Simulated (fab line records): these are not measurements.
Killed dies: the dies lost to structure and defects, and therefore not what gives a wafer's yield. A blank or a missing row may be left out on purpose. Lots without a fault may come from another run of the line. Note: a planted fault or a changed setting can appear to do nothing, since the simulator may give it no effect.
fab line records + flow berkeleyCmos170
record
- lots=6
- wafers=18
- lastDay=11
route steps=331 shown V1@260 M2@271
lots that met no fault: from a run of the same line without faults
startH: hours from the record's first day to the start of the lot's first wafer shown + waitH: how many hours have passed since the lot's step before this one + " as in the row above + L1.1+2: a single row standing in for several wafers + - value missing, or start not given + * or withheld: withheld + < > ~ a bound
route shown NAME@n: a module of which the file shows steps, and the number in the route of the first + usual: mean/standard deviation of fault-free wafers + same: alike in all rows + chamber/n: place in a boat + sites: per-site readings + _std_site: how widely they spread, as a standard deviation + _edge_site: outer sites' mean less inner sites' + radiusMm: for every site, how far away it sits from the centre of the wafer + mask NAME#n: copy n + behind: the last tool/chamber to shape the wafer + hold: reason for holding the lot/hours on hold/outcome of the hold + device: the transistor (n, p or np) that didn't switch + end of line: tests run on the same wafers once the route is complete + a step without rows: its recipe alone + killed: not the wafer's yield, but the dies lost to structure and defects at the first sort + map: the dies of a wafer, with x for killed, . for not killed, _ for no die there
set.NAME: the run value of the setting; set.NAME@STEP: its run value at that earlier step + model.NAME: the simulator's own value behind a step, which no gauge read
lots at selected steps of the route; one table per step, one row per wafer
services: when a tool's chamber went out of use (startH, in hours from the record's first day, below 0 if earlier), for how many hours, and the reason
## steps
# step UCB170_V1_HMDS_06
# recipe
- primeTimeS=60
- primeTempC=100
# step UCB170_V1_COAT_07
# recipe
- resist=KrF
- spinRpm=1500
- resistThkNm=900
# step UCB170_V1_SOFTBAKE_08
# recipe
- resist=KrF
- tempC=130
- timeS=60
# step UCB170_V1_EXPOSE_09
# recipe
- maskId=VIA1
- targetCdNm=700
- na=0.5
- sigmaOuter=0.6
- sourceShape=conventional
- doseMj=37
# step UCB170_V1_PEB_10
# recipe
- pebTempC=130
- pebTimeS=withheld
- resist=KrF
# step UCB170_V1_DEVELOP_11
# recipe
- developer=TMAH
- developTimeS=45
- resist=KrF
- devTempC=21
# step UCB170_V1_CD_MEAS_12
# recipe
- targetCdNm=700
# usual
- cdNm=699.5/1.6
| lot.wafer | tool     | chamber | startH | waitH | cdNm  |
|-----------|----------|---------|--------|-------|-------|
| L941.2    | cdSem-01 | -       | 183.75 | -     | 703.1 |
| L941.3    | "        | -       | "      | "     | 702.8 |
| L941.4    | "        | -       | "      | "     | 703.5 |
| L945.2    | cdSem-02 | -       | 192.66 | -     | 698.2 |
| L945.3    | "        | -       | "      | "     | 698.5 |
| L945.4    | "        | -       | "      | "     | 697.7 |
| L946.2    | cdSem-02 | -       | 205.91 | -     | 698.9 |
| L946.3    | "        | -       | "      | "     | 698.4 |
| L946.5    | "        | -       | "      | "     | 698.6 |
| L949.3    | cdSem-01 | -       | 222.74 | -     | 698.8 |
| L949.4    | "        | -       | "      | "     | 699.7 |
| L949.6    | "        | -       | "      | "     | 699.6 |
| L955.3    | cdSem-01 | -       | 257.01 | -     | 696.4 |
| L955.5    | "        | -       | "      | "     | 696.2 |
| L955.6    | "        | -       | "      | "     | 697.3 |
| L956.1    | cdSem-01 | -       | 257.70 | -     | 701.6 |
| L956.2    | "        | -       | "      | "     | 701.1 |
| L956.5    | "        | -       | "      | "     | 700.2 |
# step UCB170_V1_OVL_MEAS_13
# usual
- V1_OVL=0/4.6
| lot.wafer | tool       | chamber | startH | waitH | V1_OVL[nm] |
|-----------|------------|---------|--------|-------|------------|
| L941.2    | overlay-01 | -       | 183.85 | 0.1   | 4          |
| L941.3    | "          | -       | "      | "     | -6         |
| L941.4    | "          | -       | "      | "     | -9         |
| L945.2    | overlay-01 | -       | 192.77 | 0.1   | 7          |
| L945.3    | "          | -       | "      | "     | 3          |
| L945.4    | "          | -       | "      | "     | 2          |
| L946.2    | overlay-02 | -       | 206.02 | 0.1   | -3         |
| L946.3    | "          | -       | "      | "     | -2         |
| L946.5    | "          | -       | "      | "     | -5         |
| L949.3    | overlay-01 | -       | 222.83 | 0.1   | -5         |
| L949.4    | "          | -       | "      | "     | 4          |
| L949.6    | "          | -       | "      | "     | 4          |
| L955.3    | overlay-02 | -       | 257.11 | 0.1   | 6          |
| L955.5    | "          | -       | "      | "     | 9          |
| L955.6    | "          | -       | "      | "     | -1         |
| L956.1    | overlay-01 | -       | 257.82 | 0.1   | 2          |
| L956.2    | "          | -       | "      | "     | -1         |
| L956.5    | "          | -       | "      | "     | 0          |
# step UCB170_V1_ETCH_14
# recipe
- chemistry=CHF3/CF4/Ar
- target=SiO2
- stopOn=Al
- CHF3_flow_sccm=45
- cf4FlowSccm=15
- Ar_flow_sccm=150
- pressureMtorr=200
- rfW=700
- targetDepthA=12500
- overEtchFrac=0.25
- timeS=291
# usual
- CHF3_flow_sccm=45.00/0.13
- drypumpMotorCurrentA=5.82/0.27
- oesProductAu=0.868/0.014
- throttleValvePct=6.94/0.11
| lot.wafer | tool       | chamber | startH | waitH | CHF3_flow_sccm | drypumpMotorCurrentA | oesProductAu | rfHoursCounterH | throttleValvePct |
|-----------|------------|---------|--------|-------|----------------|----------------------|--------------|-----------------|------------------|
| L941.2    | rieDiel-04 | 0       | 183.88 | 0.0   | 44.90          | 5.78                 | 0.860        | 60              | 6.97             |
| L941.3    | "          | 2       | "      | "     | 45.17          | 5.41                 | 0.890        | 16              | 6.96             |
| L941.4    | "          | 3       | "      | "     | 44.93          | 6.20                 | 0.857        | 18              | 6.94             |
| L945.2    | rieDiel-02 | 0       | 192.80 | 0.0   | 45.00          | 6.27                 | 0.858        | 5               | 6.90             |
| L945.3    | "          | 3       | "      | "     | 44.87          | 5.79                 | 0.859        | 77              | 7.03             |
| L945.4    | "          | 2       | "      | "     | 44.98          | 5.68                 | 0.859        | 19              | 6.88             |
| L946.2    | rieDiel-04 | 2       | 206.05 | 0.0   | 45.00          | 5.37                 | 0.881        | 17              | 6.96             |
| L946.3    | "          | 0       | "      | "     | 44.88          | 5.80                 | 0.854        | 61              | 6.98             |
| L946.5    | "          | 0       | "      | "     | 45.06          | 5.82                 | 0.859        | -               | 6.97             |
| L949.3    | rieDiel-04 | 2       | 222.85 | 0.0   | 45.31          | 5.42                 | 0.887        | 17              | 6.97             |
| L949.4    | "          | 0       | "      | "     | 45.07          | 5.82                 | 0.855        | 61              | 6.97             |
| L949.6    | "          | 2       | "      | "     | 45.06          | 5.41                 | 0.882        | -               | 6.97             |
| L955.3    | rieDiel-02 | 2       | 257.13 | 0.0   | 45.01          | 5.67                 | 0.857        | 23              | 6.88             |
| L955.5    | "          | 0       | "      | "     | 44.84          | 6.21                 | 0.857        | -               | 6.90             |
| L955.6    | "          | 3       | "      | "     | 45.12          | 5.78                 | 0.869        | -               | 7.02             |
| L956.1    | rieDiel-02 | 3       | 257.86 | 0.0   | 44.83          | 5.81                 | 0.861        | 80              | 7.01             |
| L956.2    | "          | 2       | "      | "     | 44.96          | 5.67                 | 0.856        | 23              | 6.86             |
| L956.5    | "          | 2       | "      | "     | 44.91          | 5.67                 | 0.858        | -               | 6.87             |
# step UCB170_V1_STRIP_15
# recipe
- chemistry=O2
- powerW=400
- pressureMtorr=3500
- platenTempC=withheld
- o2FlowSccm=400
- overashFraction=0.5
# usual
- drypumpMotorCurrentA=6.0/0.51
- oesProductAu=0.722/0.0044
- stripTimeToEndpointS=15.33/0.091
| lot.wafer | tool           | chamber | startH | waitH | drypumpMotorCurrentA | oesProductAu | rfHoursCounterH | stripTimeToEndpointS |
|-----------|----------------|---------|--------|-------|----------------------|--------------|-----------------|----------------------|
| L941.2    | plasmaAsher-04 | 1       | 184.06 | 0.1   | 6.6                  | 0.728        | 40              | 15.34                |
| L941.3    | "              | 1       | "      | "     | 6.6                  | 0.718        | -               | 15.33                |
| L941.4    | "              | 0       | "      | "     | 6.1                  | 0.724        | -               | 15.23                |
| L945.2    | plasmaAsher-01 | 0       | 192.98 | 0.1   | 6.2                  | 0.712        | 52              | 15.30                |
| L945.3    | "              | 1       | "      | "     | 6.0                  | 0.719        | -               | 15.39                |
| L945.4    | "              | 0       | "      | "     | 6.2                  | 0.723        | -               | 15.31                |
| L946.2    | plasmaAsher-04 | 1       | 206.23 | 0.1   | 6.6                  | 0.722        | 44              | 15.18                |
| L946.3    | "              | 0       | "      | "     | 6.0                  | 0.726        | -               | 15.19                |
| L946.5    | "              | 0       | "      | "     | 6.1                  | 0.719        | -               | 15.16                |
| L949.3    | plasmaAsher-03 | 1       | 223.06 | 0.1   | 5.4                  | 0.722        | -               | 15.43                |
| L949.4    | "              | 0       | "      | "     | 5.1                  | 0.723        | -               | 15.41                |
| L949.6    | "              | 0       | "      | "     | 5.1                  | 0.718        | -               | 15.52                |
| L955.3    | plasmaAsher-04 | 0       | 257.34 | 0.1   | 6.1                  | 0.724        | -               | 15.25                |
| L955.5    | "              | 1       | "      | "     | 6.6                  | 0.730        | -               | 15.36                |
| L955.6    | "              | 0       | "      | "     | 6.1                  | 0.725        | -               | 15.34                |
| L956.1    | plasmaAsher-03 | 0       | 258.03 | 0.1   | 5.1                  | 0.724        | 53              | 15.34                |
| L956.2    | "              | 1       | "      | "     | 5.5                  | 0.726        | 53              | 15.33                |
| L956.5    | "              | 1       | "      | "     | 5.4                  | 0.720        | -               | 15.28                |
# step UCB170_V1_CD_MEAS_90
# recipe
- targetCdNm=700
# usual
- cdNm=699.4/1.6
| lot.wafer | tool     | chamber | startH | waitH | cdNm  |
|-----------|----------|---------|--------|-------|-------|
| L941.2    | cdSem-02 | -       | 184.18 | 0.1   | 703.3 |
| L941.3    | "        | -       | "      | "     | 702.4 |
| L941.4    | "        | -       | "      | "     | 703.3 |
| L945.2    | cdSem-02 | -       | 193.38 | 0.4   | 697.4 |
| L945.3    | "        | -       | "      | "     | 698.3 |
| L945.4    | "        | -       | "      | "     | 697.4 |
| L946.2    | cdSem-02 | -       | 206.35 | 0.1   | 699.0 |
| L946.3    | "        | -       | "      | "     | 698.6 |
| L946.5    | "        | -       | "      | "     | 698.9 |
| L949.3    | cdSem-01 | -       | 223.17 | 0.1   | 698.4 |
| L949.4    | "        | -       | "      | "     | 699.8 |
| L949.6    | "        | -       | "      | "     | 698.8 |
| L955.3    | cdSem-02 | -       | 257.45 | 0.1   | 696.9 |
| L955.5    | "        | -       | "      | "     | 696.5 |
| L955.6    | "        | -       | "      | "     | 697.3 |
| L956.1    | cdSem-02 | -       | 258.13 | 0.1   | 701.2 |
| L956.2    | "        | -       | "      | "     | 700.2 |
| L956.5    | "        | -       | "      | "     | 699.5 |
# step UCB170_M2_PRE_CLEAN_00
# recipe
- gas=Ar
- precleanEtchTimeS=60
# step UCB170_M2_SPUTTER_01
# recipe
- material=Al
- targetThkNm=900
- timeS=120
- powerW=6000
- chamberPressurePa=0.5
# usual
- throttleValvePct=29.9/1.3
| lot.wafer | tool          | chamber | startH | waitH | throttleValvePct | model.Al_of_M2_SPUTTER_01.thkNm |
|-----------|---------------|---------|--------|-------|------------------|---------------------------------|
| L941.2    | pvdSputter-02 | -       | 184.35 | 0.0   | 28.7             | 913.7                           |
| L941.3    | "             | -       | "      | "     | 31.1             | 902                             |
| L941.4    | "             | -       | "      | "     | 27.9             | 903.4                           |
| L945.2    | pvdSputter-04 | -       | 193.55 | 0.0   | 32.6             | 886.5                           |
| L945.3    | "             | -       | "      | "     | 29.7             | 892.9                           |
| L945.4    | "             | -       | "      | "     | 31.0             | 882.1                           |
| L946.2    | pvdSputter-01 | -       | 206.51 | 0.0   | 28.8             | 907.4                           |
| L946.3    | "             | -       | "      | "     | 30.9             | 906.6                           |
| L946.5    | "             | -       | "      | "     | 31.1             | 910                             |
| L949.3    | pvdSputter-01 | -       | 223.32 | 0.0   | 31.0             | 896.4                           |
| L949.4    | "             | -       | "      | "     | 28.7             | 894.9                           |
| L949.6    | "             | -       | "      | "     | 30.3             | 894                             |
| L955.3    | pvdSputter-01 | -       | 257.60 | 0.0   | 30.8             | 1205                            |
| L955.5    | "             | -       | "      | "     | 30.9             | 1218                            |
| L955.6    | "             | -       | "      | "     | 28.8             | 1210                            |
| L956.1    | pvdSputter-01 | -       | 258.32 | 0.0   | 28.9             | 1218                            |
| L956.2    | "             | -       | "      | "     | 31.0             | 1211                            |
| L956.5    | "             | -       | "      | "     | 28.9             | 1217                            |
# step UCB170_M2_RS_MEAS_02
# recipe
- thkMeasGauge=four-point-probe
- reads=Al_of_M2_SPUTTER_01
# usual
- M2_AL_RS=0.0322/0.00036
| lot.wafer | tool         | chamber | startH | waitH | M2_AL_RS[ohm/sq] |
|-----------|--------------|---------|--------|-------|------------------|
| L941.2    | filmMetro-02 | -       | 184.45 | 0.1   | 0.0316           |
| L941.3    | "            | -       | "      | "     | 0.0321           |
| L941.4    | "            | -       | "      | "     | 0.0320           |
| L945.2    | filmMetro-03 | -       | 193.65 | 0.1   | 0.0326           |
| L945.3    | "            | -       | "      | "     | 0.0323           |
| L945.4    | "            | -       | "      | "     | 0.0327           |
| L946.2    | filmMetro-03 | -       | 206.62 | 0.1   | 0.0318           |
| L946.3    | "            | -       | "      | "     | 0.0319           |
| L946.5    | "            | -       | "      | "     | 0.0318           |
| L949.3    | filmMetro-02 | -       | 223.44 | 0.1   | 0.0323           |
| L949.4    | "            | -       | "      | "     | 0.0324           |
| L949.6    | "            | -       | "      | "     | 0.0323           |
| L955.3    | filmMetro-03 | -       | 257.72 | 0.1   | 0.0240           |
| L955.5    | "            | -       | "      | "     | 0.0236           |
| L955.6    | "            | -       | "      | "     | 0.0238           |
| L956.1    | filmMetro-02 | -       | 258.40 | 0.0   | 0.0237           |
| L956.2    | "            | -       | "      | "     | 0.0239           |
| L956.5    | "            | -       | "      | "     | 0.0237           |
# step UCB170_M2_THK_MEAS_03
# recipe
- thkMeasGauge=xrf
- reads=Al_of_M2_SPUTTER_01
# usual
- M2_AL_THK=882/10
| lot.wafer | tool         | chamber | startH | waitH | M2_AL_THK[nm] |
|-----------|--------------|---------|--------|-------|---------------|
| L941.2    | filmMetro-02 | -       | 184.56 | 0.1   | 894           |
| L941.3    | "            | -       | "      | "     | 886           |
| L941.4    | "            | -       | "      | "     | 883           |
| L945.2    | filmMetro-03 | -       | 193.76 | 0.1   | 866           |
| L945.3    | "            | -       | "      | "     | 874           |
| L945.4    | "            | -       | "      | "     | 865           |
| L946.2    | filmMetro-03 | -       | 206.73 | 0.1   | 885           |
| L946.3    | "            | -       | "      | "     | 888           |
| L946.5    | "            | -       | "      | "     | 893           |
| L949.3    | filmMetro-02 | -       | 223.54 | 0.1   | 882           |
| L949.4    | "            | -       | "      | "     | 881           |
| L949.6    | "            | -       | "      | "     | 885           |
| L955.3    | filmMetro-03 | -       | 257.82 | 0.1   | 1178          |
| L955.5    | "            | -       | "      | "     | 1191          |
| L955.6    | "            | -       | "      | "     | 1188          |
| L956.1    | filmMetro-02 | -       | 258.52 | 0.1   | 1193          |
| L956.2    | "            | -       | "      | "     | 1182          |
| L956.5    | "            | -       | "      | "     | 1190          |
# step UCB170_M2_HMDS_04
# recipe
- primeTimeS=60
- primeTempC=100
# step UCB170_M2_COAT_05
# recipe
- resist=KrF
- spinRpm=1500
- resistThkNm=900
# step UCB170_M2_SOFTBAKE_06
# recipe
- resist=KrF
- tempC=130
- timeS=60
# step UCB170_M2_STRIP_07
# recipe
- chemistry=O2
- powerW=400
- pressureMtorr=3500
- platenTempC=withheld
- o2FlowSccm=400
- overashFraction=0.5
# usual
- drypumpMotorCurrentA=6.1/0.36
- oesProductAu=0.735/0.0046
- stripTimeToEndpointS=21.98/0.072
| lot.wafer | tool           | chamber | startH | waitH | drypumpMotorCurrentA | oesProductAu | rfHoursCounterH | stripTimeToEndpointS |
|-----------|----------------|---------|--------|-------|----------------------|--------------|-----------------|----------------------|
| L941.2    | plasmaAsher-04 | 0       | 185.45 | 0.1   | 6.1                  | 0.739        | 41              | 21.97                |
| L941.3    | "              | 0       | "      | "     | 6.0                  | 0.732        | -               | 21.93                |
| L941.4    | "              | 1       | "      | "     | 6.6                  | 0.734        | -               | 21.89                |
| L945.2    | plasmaAsher-04 | 0       | 194.26 | 0.1   | 6.0                  | 0.737        | 42              | 21.99                |
| L945.3    | "              | 1       | "      | "     | 6.6                  | 0.736        | -               | 21.98                |
| L945.4    | "              | 0       | "      | "     | 6.1                  | 0.731        | -               | 21.89                |
| L946.2    | plasmaAsher-02 | 0       | 207.23 | 0.1   | 6.4                  | 0.731        | 12              | 22.00                |
| L946.3    | "              | 0       | "      | "     | 6.3                  | 0.738        | -               | 22.09                |
| L946.5    | "              | 0       | "      | "     | 6.4                  | 0.746        | -               | 21.89                |
| L949.3    | plasmaAsher-02 | 0       | 224.06 | 0.1   | 6.4                  | 0.734        | -               | 22.13                |
| L949.4    | "              | 1       | "      | "     | 5.5                  | 0.730        | -               | 22.07                |
| L949.6    | "              | 0       | "      | "     | 6.3                  | 0.738        | -               | 22.03                |
| L955.3    | plasmaAsher-04 | 0       | 258.62 | 0.1   | 6.0                  | 0.731        | -               | 22.00                |
| L955.5    | "              | 0       | "      | "     | 6.1                  | 0.739        | -               | 21.91                |
| L955.6    | "              | 1       | "      | "     | 6.6                  | 0.730        | -               | 22.03                |
| L956.1    | plasmaAsher-02 | 0       | 259.04 | 0.1   | 6.4                  | 0.737        | 18              | 21.97                |
| L956.2    | "              | 1       | "      | "     | 5.5                  | 0.734        | 18              | 22.05                |
| L956.5    | "              | 1       | "      | "     | 5.5                  | 0.735        | -               | 21.97                |
# step UCB170_M2_STRIP_08
# recipe
- chemistry=DMSO
- tempC=80
- timeS=600
- material=KrF
# step UCB170_M2_COAT_09
# recipe
- resist=BARC
- tempC=withheld
- timeS=withheld
- spinRpm=3000
- resistThkNm=withheld
# step UCB170_M2_COAT_10
# recipe
- resist=KrF
- spinRpm=1500
- resistThkNm=900
# step UCB170_M2_SOFTBAKE_11
# recipe
- resist=KrF
- tempC=130
- timeS=60
# step UCB170_M2_EXPOSE_12
# recipe
- maskId=METAL2
- targetCdNm=700
- na=0.5
- sigmaOuter=0.6
- sourceShape=conventional
- doseMj=26
# step UCB170_M2_PEB_13
# recipe
- pebTempC=130
- pebTimeS=withheld
- resist=KrF
# step UCB170_M2_DEVELOP_14
# recipe
- developer=TMAH
- developTimeS=45
- resist=KrF
- devTempC=21
# step UCB170_M2_CD_MEAS_15
# recipe
- targetCdNm=700
# usual
- cdNm=700.0/1.2
| lot.wafer | tool     | chamber | startH | waitH | cdNm  |
|-----------|----------|---------|--------|-------|-------|
| L941.2    | cdSem-02 | -       | 186.59 | -     | 700.8 |
| L941.3    | "        | -       | "      | "     | 700.3 |
| L941.4    | "        | -       | "      | "     | 701.0 |
| L945.2    | cdSem-02 | -       | 195.70 | -     | 697.8 |
| L945.3    | "        | -       | "      | "     | 699.0 |
| L945.4    | "        | -       | "      | "     | 699.6 |
| L946.2    | cdSem-02 | -       | 208.36 | -     | 700.5 |
| L946.3    | "        | -       | "      | "     | 698.8 |
| L946.5    | "        | -       | "      | "     | 699.1 |
| L949.3    | cdSem-02 | -       | 225.71 | -     | 701.0 |
| L949.4    | "        | -       | "      | "     | 699.9 |
| L949.6    | "        | -       | "      | "     | 700.9 |
| L955.3    | cdSem-01 | -       | 259.92 | -     | 701.6 |
| L955.5    | "        | -       | "      | "     | 700.7 |
| L955.6    | "        | -       | "      | "     | 701.0 |
| L956.1    | cdSem-01 | -       | 260.40 | -     | 699.8 |
| L956.2    | "        | -       | "      | "     | 699.3 |
| L956.5    | "        | -       | "      | "     | 700.0 |
# step UCB170_M2_OVL_MEAS_16
# usual
- M2_OVL=0/5.4
| lot.wafer | tool       | chamber | startH | waitH | M2_OVL[nm] |
|-----------|------------|---------|--------|-------|------------|
| L941.2    | overlay-02 | -       | 186.70 | 0.1   | 3          |
| L941.3    | "          | -       | "      | "     | -3         |
| L941.4    | "          | -       | "      | "     | 5          |
| L945.2    | overlay-02 | -       | 195.81 | 0.1   | -4         |
| L945.3    | "          | -       | "      | "     | 2          |
| L945.4    | "          | -       | "      | "     | -2         |
| L946.2    | overlay-02 | -       | 208.47 | 0.1   | 4          |
| L946.3    | "          | -       | "      | "     | 2          |
| L946.5    | "          | -       | "      | "     | 10         |
| L949.3    | overlay-02 | -       | 225.80 | 0.1   | -12        |
| L949.4    | "          | -       | "      | "     | -5         |
| L949.6    | "          | -       | "      | "     | -4         |
| L955.3    | overlay-02 | -       | 260.01 | 0.1   | -4         |
| L955.5    | "          | -       | "      | "     | 3          |
| L955.6    | "          | -       | "      | "     | 7          |
| L956.1    | overlay-01 | -       | 260.52 | 0.1   | -11        |
| L956.2    | "          | -       | "      | "     | 1          |
| L956.5    | "          | -       | "      | "     | -11        |
# step UCB170_M2_ETCH_17
# recipe
- chemistry=N2/H2
- targetDepthA=withheld
- overetchA=withheld
- target=BARC
- timeS=withheld
- sourceW=500
- biasW=100
- pressureMtorr=30
- n2FlowSccm=100
- h2FlowSccm=200
# usual
- drypumpMotorCurrentA=5.8/0.42
- oesProductAu=1.002/0.022
- throttleValvePct=13.29/0.21
| lot.wafer | tool       | chamber | startH | waitH | drypumpMotorCurrentA | oesProductAu | throttleValvePct |
|-----------|------------|---------|--------|-------|----------------------|--------------|------------------|
| L941.2    | rieDiel-01 | 1       | 186.73 | 0.0   | 5.6                  | 0.987        | 13.45            |
| L941.3    | "          | 3       | "      | "     | 5.4                  | 1.046        | 13.20            |
| L941.4    | "          | 2       | "      | "     | 6.1                  | 0.987        | 13.62            |
| L945.2    | rieDiel-03 | 0       | 195.84 | 0.0   | 6.7                  | 0.987        | 12.90            |
| L945.3    | "          | 1       | "      | "     | 5.0                  | 1.013        | 13.51            |
| L945.4    | "          | 2       | "      | "     | 6.4                  | 0.991        | 13.13            |
| L946.2    | rieDiel-03 | 1       | 208.50 | 0.0   | 5.0                  | 1.017        | 13.50            |
| L946.3    | "          | 2       | "      | "     | 6.4                  | 0.980        | 13.13            |
| L946.5    | "          | 2       | "      | "     | 6.4                  | 0.973        | 13.14            |
| L949.3    | rieDiel-03 | 0       | 225.83 | 0.0   | 6.6                  | 0.979        | 12.90            |
| L949.4    | "          | 3       | "      | "     | 5.7                  | 1.033        | 13.11            |
| L949.6    | "          | 1       | "      | "     | 5.0                  | 0.998        | 13.48            |
| L955.3    | rieDiel-04 | 2       | 260.04 | 0.0   | 5.4                  | 1.014        | 13.30            |
| L955.5    | "          | 3       | "      | "     | 6.2                  | 0.995        | 13.25            |
| L955.6    | "          | 2       | "      | "     | 5.4                  | 1.007        | 13.31            |
| L956.1    | rieDiel-03 | 3       | 260.55 | 0.0   | 5.7                  | 1.026        | 13.11            |
| L956.2    | "          | 2       | "      | "     | 6.4                  | 0.981        | 13.12            |
| L956.5    | "          | 3       | "      | "     | 5.7                  | 1.028        | 13.11            |
# step UCB170_M2_METAL_ETCH_18
# recipe
- chemistry=Cl2/BCl3
- target=Al
- stopOn=SiO2
- pressureMtorr=12
- targetDepthA=11700
- overEtchFrac=0.3
- timeS=195
- icpW=600
- biasW=120
- Cl2_flow_sccm=90
- bcl3FlowSccm=45
# usual
- drypumpMotorCurrentA=5.6/0.37
- oesProductAu=0.857/0.019
- throttleValvePct=24.48/0.16
| lot.wafer | tool        | chamber | startH | waitH | drypumpMotorCurrentA | oesProductAu | rfHoursCounterH | throttleValvePct |
|-----------|-------------|---------|--------|-------|----------------------|--------------|-----------------|------------------|
| L941.2    | rieMetal-04 | 1       | 186.77 | -     | 5.1                  | 0.863        | 7               | 24.38            |
| L941.3    | "           | 1       | "      | "     | 5.1                  | 0.854        | -               | 24.38            |
| L941.4    | "           | 0       | "      | "     | 5.4                  | 0.891        | -               | 24.54            |
| L945.2    | rieMetal-04 | 0       | 195.88 | -     | 5.4                  | 0.866        | 6               | 24.54            |
| L945.3    | "           | 1       | "      | "     | 5.1                  | 0.848        | -               | 24.40            |
| L945.4    | "           | 0       | "      | "     | 5.5                  | 0.872        | -               | 24.54            |
| L946.2    | rieMetal-04 | 0       | 208.54 | -     | 5.4                  | 0.887        | 6               | 24.53            |
| L946.3    | "           | 0       | "      | "     | 5.4                  | 0.880        | -               | 24.56            |
| L946.5    | "           | 0       | "      | "     | 5.4                  | 0.890        | -               | 24.55            |
| L949.3    | rieMetal-04 | 0       | 225.93 | -     | 5.4                  | 0.877        | -               | 24.55            |
| L949.4    | "           | 1       | "      | "     | 5.1                  | 0.853        | -               | 24.41            |
| L949.6    | "           | 0       | "      | "     | 5.4                  | 0.879        | -               | 24.53            |
| L955.3    | rieMetal-02 | 0       | 260.14 | -     | 5.6                  | 1.005        | -               | 24.43            |
| L955.5    | "           | 1       | "      | "     | 5.9                  | 1.020        | -               | 24.16            |
| L955.6    | "           | 0       | "      | "     | 5.6                  | 0.996        | -               | 24.44            |
| L956.1    | rieMetal-03 | 0       | 260.60 | -     | 6.2                  | 0.979        | 14              | 24.68            |
| L956.2    | "           | 1       | "      | "     | 5.5                  | 1.005        | 15              | 24.30            |
| L956.5    | "           | 1       | "      | "     | 5.5                  | 1.005        | -               | 24.31            |
# step UCB170_M2_STRIP_19
# recipe
- chemistry=O2
- powerW=400
- pressureMtorr=3500
- platenTempC=withheld
- o2FlowSccm=400
- overashFraction=0.5
# usual
- drypumpMotorCurrentA=6.1/0.32
- oesProductAu=0.543/0.0082
| lot.wafer | tool           | chamber | startH | waitH | drypumpMotorCurrentA | oesProductAu | rfHoursCounterH |
|-----------|----------------|---------|--------|-------|----------------------|--------------|-----------------|
| L941.2    | plasmaAsher-01 | 0       | 186.96 | 0.1   | 6.1                  | 0.535        | 51              |
| L941.3    | "              | 1       | "      | "     | 5.9                  | 0.530        | -               |
| L941.4    | "              | 0       | "      | "     | 6.1                  | 0.528        | -               |
| L945.2    | plasmaAsher-04 | 0       | 196.07 | 0.1   | 6.1                  | 0.514        | 42              |
| L945.3    | "              | 0       | "      | "     | 6.1                  | 0.526        | -               |
| L945.4    | "              | 1       | "      | "     | 6.6                  | 0.530        | -               |
| L946.2    | plasmaAsher-01 | 0       | 208.73 | 0.1   | 6.2                  | 0.540        | 54              |
| L946.3    | "              | 1       | "      | "     | 5.9                  | 0.528        | -               |
| L946.5    | "              | 0       | "      | "     | 6.2                  | 0.527        | -               |
| L949.3    | plasmaAsher-01 | 0       | 226.09 | 0.1   | 6.1                  | 0.542        | -               |
| L949.4    | "              | 1       | "      | "     | 5.9                  | 0.552        | -               |
| L949.6    | "              | 1       | "      | "     | 5.9                  | 0.548        | -               |
| L955.3    | plasmaAsher-02 | 1       | 260.30 | 0.1   | 5.5                  | 0.544        | -               |
| L955.5    | "              | 0       | "      | "     | 6.4                  | 0.542        | -               |
| L955.6    | "              | 1       | "      | "     | 5.5                  | 0.548        | -               |
| L956.1    | plasmaAsher-02 | 0       | 260.78 | 0.1   | 6.4                  | 0.536        | 19              |
| L956.2    | "              | 1       | "      | "     | 5.5                  | 0.534        | 19              |
| L956.5    | "              | 1       | "      | "     | 5.5                  | 0.539        | -               |
## services
| tool           | chamber | startH | hours | kind                  |
|----------------|---------|--------|-------|-----------------------|
| rieDiel-01     | 2       | 160.63 | 11.7  | repair                |
| pvdSputter-02  | -       | 164.89 | 4.5   | repair                |
| plasmaAsher-03 | -       | 165.06 | 2.8   | pm                    |
| plasmaAsher-03 | -       | 176.56 | 14.6  | pm                    |
| rieDiel-04     | -       | 181.17 | 0.4   | repair                |
| pvdSputter-02  | -       | 186.86 | 0.5   | repair                |
| pvdSputter-04  | 3       | 204.91 | -     | consumableReplace:kit |
| pvdSputter-04  | 3       | 204.91 | 18.0  | scheduledDown         |
| pvdSputter-04  | 3       | 204.91 | 18.0  | ventCycle             |
| rieDiel-02     | 3       | 209.80 | 4.0   | repair                |
| rieDiel-02     | -       | 209.83 | 1.9   | repair                |
| plasmaAsher-03 | -       | 219.76 | 1.7   | repair                |
| rieDiel-01     | 3       | 226.36 | 2.0   | repair                |
| rieDiel-04     | 2       | 235.94 | 8.3   | repair                |
| rieMetal-02    | -       | 240.42 | 3.2   | repair                |
| pvdSputter-04  | -       | 251.42 | 9.4   | repair                |
| plasmaAsher-04 | -       | 255.09 | 1.0   | repair                |
| plasmaAsher-01 | -       | 257.07 | 2.8   | pm                    |
| pvdSputter-04  | -       | 257.52 | 5.8   | repair                |
## key
firstSign
- step=UCB170_M2_RS_MEAS_02
- reading=M2_AL_RS
- direction=down
- sigmas=24
- usual=0.0322
- struck=0.0238
effect
- step=UCB170_M2_THK_MEAS_03
- reading=M2_AL_THK
- direction=up
- sigmas=30
- usual=882
- struck=1187
effect
- step=UCB170_M2_METAL_ETCH_18
- reading=oesProductAu
- direction=up
- sigmas=7.6
- usual=0.857
- struck=1.002
modelEffect
- step=UCB170_M2_SPUTTER_01
- value=Al_of_M2_SPUTTER_01.thkNm
- without=902.4
- struck=1213
metAt UCB170_M2_SPUTTER_01
struckWafers L955.3,L955.5,L955.6,L956.1,L956.2,L956.5
laterRowsLeftOut L955.3,L955.5,L955.6,L956.1,L956.2,L956.5
sortLeftOut L955.3,L955.5,L955.6,L956.1,L956.2,L956.5
onsetBetween 223.32 257.60
alsoFits time
fault
- kind=processParameterDrift
- tool=pvdSputter-01
- chamber=-
- onsetH=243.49
- steps=UCB170_M2_SPUTTER_01
- channel=targetThkNm
- offset=310.64
- shape=step
- endH=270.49
- actsIn=theseRecipesOnly
- stated=900
# sortLeftOut: the simulated sort isn't trusted on such a fault, so these wafers' sort isn't shown, and their yield isn't known
# laterRowsLeftOut: the simulator's readings of these wafers behind a module that went badly wrong aren't trusted and aren't shown, but for the sort
